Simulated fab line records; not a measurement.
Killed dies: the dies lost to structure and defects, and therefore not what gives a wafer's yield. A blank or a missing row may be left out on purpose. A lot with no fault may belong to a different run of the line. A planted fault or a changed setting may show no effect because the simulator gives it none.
The same fault as seen by 2 desks | flow rit-cmos | only its own numbers are on each desk; what lay behind them is given at the end

TOOL OWNER'S DESK, rie-diel-03
The tool's own readings at RIT_SPACER_ETCHBACK_05 (etches Si3N4 in SF6/CHF3, stops on SiO2, target depth 250 nm, time 240 s): means of the sampled wafers that have a number, for each lot that ran on this tool. If a lot's mean is further than 4 standard deviations from the usual mean, the lot is out of limits and carries the mark OUT (the distance appears in the brackets).
Columns: A = chamber-pressure-mTorr at RIT_SPACER_ETCHBACK_05, usual 40.00 mTorr; B = drypump-motor-current-A at RIT_SPACER_ETCHBACK_05, usual 5.7 A; C = oes-product-au at RIT_SPACER_ETCHBACK_05, usual 0.833 a.u.; D = run-length-s at RIT_SPACER_ETCHBACK_05, usual 268.3 s; E = throttle-valve-pct at RIT_SPACER_ETCHBACK_05, usual 10.29 %
lot  | first seen here | A     | B   | C     | D               | E
L614 | day 4 00:47     | 39.98 | 5.7 | 0.834 | 268.1           | 10.24
L623 | day 6 09:02     | 39.97 | 6.0 | 0.857 | 262.8 (-12) OUT | 10.31
This desk's finding: out of limits on L623; first on L623, day 6 09:02 (run-length-s at RIT_SPACER_ETCHBACK_05). In limits: L614.

FROM THE METROLOGY DESK
Means of the sampled wafers that have a number, per lot and without regard to the tool the lot ran on: this is what the gauges read. If a lot's mean is further than 4 standard deviations from the usual mean, the lot is out of limits and carries the mark OUT (the distance appears in the brackets). Of its 10 readings 7 are shown: those that lie furthest out on some lot.
Columns: A = PLDD_OVL at RIT_PLDD_OVL_MEAS_06, usual -0.5 nm; B = PLDD_TW at RIT_PLDD_TW_MEAS_10, usual 2361; C = SPACER_NITRIDE_THK at RIT_SPACER_THK_MEAS_04, usual 245.8 nm; D = NSD_TW at RIT_NSD_TW_MEAS_10, usual 3144; E = PSD_TW at RIT_PSD_TW_MEAS_10, usual 3443; F = PSD_RS at RIT_SDANNEAL_RS_MEAS_04, usual 116.06 ohm/sq; G = PLDD_RS at RIT_SDANNEAL_RS_MEAS_06, usual 178.8 ohm/sq
lot  | first seen here | A    | B    | C     | D    | E    | F      | G
L613 | day 3 18:39     | -1.4 | 2369 | 246.8 | 3169 | 3463 | 116.45 | 179.2
L614 | day 3 21:53     | -1.9 | 2377 | 241.7 | 3162 | 3467 | 115.97 | 177.8
L623 | day 6 06:02     | 1.2  | 2343 | 243.1 | 3142 | 3435 | 116.46 | 179.1
L628 | day 7 00:10     | 0.3  | 2334 | 247.5 | 3123 | 3479 | 116.40 | 179.2
L629 | day 7 04:53     | -0.4 | 2367 | 240.9 | 3172 | 3422 | 116.44 | 179.4
This desk found nothing out of limits on any of the 5 lots.

PUT TOGETHER
At day 6 09:02, on L623, the tool owner's desk was in a position to raise an alarm.
From the metrology desk's view, nothing was out of limits.
The metrology desk has L623 on record, within its limits.
RIT_SPACER_ETCHBACK_05 was run on rie-diel-03 by each of the lots named.

WHAT THE SIMULATOR PUT IN
rie-diel-03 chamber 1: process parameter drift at RIT_SPACER_ETCHBACK_05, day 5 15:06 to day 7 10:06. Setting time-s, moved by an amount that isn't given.
Struck lots among those shown: L623.
How many hours passed from the start of the fault until each desk's first out-of-limits reading: the tool owner's desk, 18.
